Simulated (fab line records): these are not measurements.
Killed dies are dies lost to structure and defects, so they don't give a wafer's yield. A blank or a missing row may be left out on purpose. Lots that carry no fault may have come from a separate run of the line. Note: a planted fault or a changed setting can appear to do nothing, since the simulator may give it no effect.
Which tool is to blame? | flow rit-cmos | 39 wafers from 13 lots sampled at 2 of the route's 202 steps

## WHAT THE GAUGES SHOWED, per wafer
The record lacks any reading of a measuring or inspecting step that a usual standard deviation could be used to judge.

## WHICH TOOL RAN EACH LOT (tool, then ch and the chambers of the sampled wafers, then the start)
lot  | RIT_GATE_DEVELOP_15              | RIT_M1_PROBE_99
L212 | litho-track-03 ch 0, day 2 22:00 | prober-01, day 3 20:29
L213 | litho-track-04 ch 0, day 3 03:00 | -
L214 | litho-track-02 ch 0, day 3 20:00 | -
L217 | litho-track-04 ch 0, day 4 09:00 | prober-02, day 5 10:56
L219 | litho-track-02 ch 0, day 5 04:00 | -
L220 | litho-track-04 ch 0, day 5 04:00 | prober-01, day 6 08:02
L223 | litho-track-04 ch 0, day 5 14:00 | prober-02, day 6 15:55
L225 | litho-track-03 ch 0, day 5 21:00 | prober-01, day 6 19:56
L226 | litho-track-02 ch 0, day 6 01:00 | prober-01, day 6 23:11
L229 | litho-track-02 ch 0, day 6 10:00 | -
L231 | litho-track-03 ch 0, day 6 14:00 | prober-01, day 7 12:46
L233 | litho-track-02 ch 0, day 7 01:00 | -
L234 | litho-track-03 ch 0, day 7 04:00 | -
- RIT_GATE_DEVELOP_15: develop time 50 s.
- RIT_M1_PROBE_99

## WHAT THE TOOLS THEMSELVES READ (means of the sampled wafers that have a number; where no wafer has one, the mark that the record gives instead)
RIT_GATE_DEVELOP_15.
lot  | tool           | chill-plate-temp-C (C)
L212 | litho-track-03 | 23.14
L213 | litho-track-04 | 22.92
L214 | litho-track-02 | 22.96
L217 | litho-track-04 | 23.00
L219 | litho-track-02 | 23.07
L220 | litho-track-04 | 22.99
L223 | litho-track-04 | 22.90
L225 | litho-track-03 | 23.01
L226 | litho-track-02 | 23.08
L229 | litho-track-02 | 22.86
L231 | litho-track-03 | 22.84
L233 | litho-track-02 | 22.91
L234 | litho-track-03 | 22.95

RIT_M1_PROBE_99.
lot  | tool      | killed-at-contacts | killed-at-front-end | killed-dies | killed-on-rim | killed-open | killed-short
L212 | prober-01 | 0.0                | 7.0                 | 7.0         | 3.0           | 3.7         | 3.3
L217 | prober-02 | 0.0                | 264.0               | 264.0       | 70.0          | 3.3         | 3.3
L220 | prober-01 | 0.3                | 263.7               | 264.0       | 70.0          | 5.3         | 2.7
L223 | prober-02 | 0.3                | 263.7               | 264.0       | 70.0          | 4.3         | 2.0
L225 | prober-01 | 0.3                | 7.3                 | 7.7         | 2.0           | 5.3         | 2.3
L226 | prober-01 | 0.0                | 5.7                 | 5.7         | 1.3           | 2.0         | 3.7
L231 | prober-01 | 0.0                | 8.0                 | 8.0         | 2.3           | 3.3         | 4.7

## THE ANSWER, worked out from the rows above alone
Rule: what is usual is taken from the lots themselves. Put in order of their means at a reading, lots are off if they are a third of the lots or fewer, leave a main group of 4 or more, and stand apart from it by a gap of 3 or more times the standard deviation of the main group's means; of several such gaps the widest counts. If all means in a main group match to the digits the tables above print for the reading, that group is not used. A lot without any number at a reading at which 4 lots or more have one is off too. All remaining lots with rows at the step are treated as sound. Order of review: gauges by route order, followed by the tools' own readings, for which a lot's mean as printed above is used. At the first step where some lot is off, the reading lying furthest off is the one used; lots without a number count as furthest.
None of the lots is off at any reading shown; this tells nothing.

## WHAT THE SIMULATOR HAD INSERTED
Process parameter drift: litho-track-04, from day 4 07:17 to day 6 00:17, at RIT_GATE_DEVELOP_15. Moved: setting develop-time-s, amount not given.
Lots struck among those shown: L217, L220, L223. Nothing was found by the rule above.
